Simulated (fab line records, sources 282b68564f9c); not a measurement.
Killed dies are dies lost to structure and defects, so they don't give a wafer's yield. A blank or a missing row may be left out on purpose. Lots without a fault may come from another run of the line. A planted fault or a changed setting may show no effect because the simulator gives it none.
Split-lot experiment | flow rit_cmos | 5 lots, 23 wafers read, on a route of 202 steps

THE SPLIT
At RIT_GATE_CVD_08 (deposits poly-Si from SiH4, target thk 250 nm, time 2220 s), the setting pressure_mtorr was moved away from the recipe's 300 mTorr on 15 of the 23 wafers read, by -14.9% to +7.9%. The other wafers ran this setting at the recipe's value.

The file shows no step between the split and the reading.

THE READING
GATE_POLY_THK, in nm, at RIT_GATE_THK_MEAS_09. Fault-free wafers of this fab line usually give 249.5 nm, standard deviation 1.6 nm.

wafer  | tool, chamber at the split | pressure_mtorr as run, mTorr | against the recipe | GATE_POLY_THK, nm | against lot-mates on the recipe
L077.1 | -, -                       | 300                          | recipe             | 248.2             | -
L077.2 | -, -                       | 300                          | recipe             | 247.6             | -
L077.3 | -, -                       | 300                          | recipe             | 248.0             | -
L077.5 | -, -                       | 300                          | recipe             | 246.4             | -
L077.6 | -, -                       | 300                          | recipe             | 249.7             | -
L078.1 | -, -                       | 323.7                        | +7.9%              | 260.8             | no lot-mate on the recipe
L078.2 | -, -                       | 323.7                        | +7.9%              | 257.3             | no lot-mate on the recipe
L078.3 | -, -                       | 323.7                        | +7.9%              | 261.3             | no lot-mate on the recipe
L078.4 | -, -                       | 323.7                        | +7.9%              | 262.2             | no lot-mate on the recipe
L078.5 | -, -                       | 323.7                        | +7.9%              | 261.3             | no lot-mate on the recipe
L079.1 | -, -                       | 319.9                        | +6.6%              | 261.1             | no lot-mate on the recipe
L079.2 | -, -                       | 319.9                        | +6.6%              | 257.6             | no lot-mate on the recipe
L079.3 | -, -                       | 319.9                        | +6.6%              | 257.9             | no lot-mate on the recipe
L079.4 | -, -                       | 319.9                        | +6.6%              | 257.2             | no lot-mate on the recipe
L079.5 | -, -                       | 319.9                        | +6.6%              | 260.9             | no lot-mate on the recipe
L082.2 | -, -                       | 255.4                        | -14.9%             | 231.9             | no lot-mate on the recipe
L082.3 | -, -                       | 255.4                        | -14.9%             | 230.5             | no lot-mate on the recipe
L082.4 | -, -                       | 255.4                        | -14.9%             | 228.8             | no lot-mate on the recipe
L082.5 | -, -                       | 255.4                        | -14.9%             | 231.7             | no lot-mate on the recipe
L082.6 | -, -                       | 255.4                        | -14.9%             | 231.5             | no lot-mate on the recipe
L084.1 | lpcvd-01, 0                | 300                          | recipe             | 251.4             | -
L084.3 | lpcvd-01, 0                | 300                          | recipe             | 250.0             | -
L084.5 | lpcvd-01, 0                | 300                          | recipe             | 250.7             | -

THE FIT
A straight line over all 23 wafers: GATE_POLY_THK changes by +1.3 nm for each +1% of pressure_mtorr; r = +0.99; the points scatter about the line by 1.8 nm.
Too few moved wafers have a lot-mate on the recipe to fit a line with each lot's own level taken away.

THE WHOLE CHAIN: every reading that the file lists as answering this split, in the file's order
step                 | what it does                                                                    | reading                                                                        | change (the file's fit)              | r (the file's)
RIT_GATE_CVD_08      | deposits poly-Si from SiH4, target thk 250 nm, time 2220 s                      | poly-Si_of_GATE_CVD_08.thk_nm (the simulator's own value, which no gauge read) | +1.31 nm for each +1% of the setting | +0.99
RIT_GATE_THK_MEAS_09 |                                                                                 | GATE_POLY_THK                                                                  | +1.3 for each +1% of the setting     | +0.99
RIT_GATE_ETCH_19     | etches poly-Si in SF6/CHF3/O2, stops on SiO2, time 165 s, target depth 312.5 nm | GATE.feature_depth_nm (the simulator's own value, which no gauge read)         | +1.31 nm for each +1% of the setting | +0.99
RIT_GATE_ETCH_19     | etches poly-Si in SF6/CHF3/O2, stops on SiO2, time 165 s, target depth 312.5 nm | etch.depth_nm (the simulator's own value, which no gauge read)                 | +1.31 nm for each +1% of the setting | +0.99

THE FILE'S OWN FIT
GATE_POLY_THK changes by +1.3 nm for each +1% of pressure_mtorr, r = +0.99.
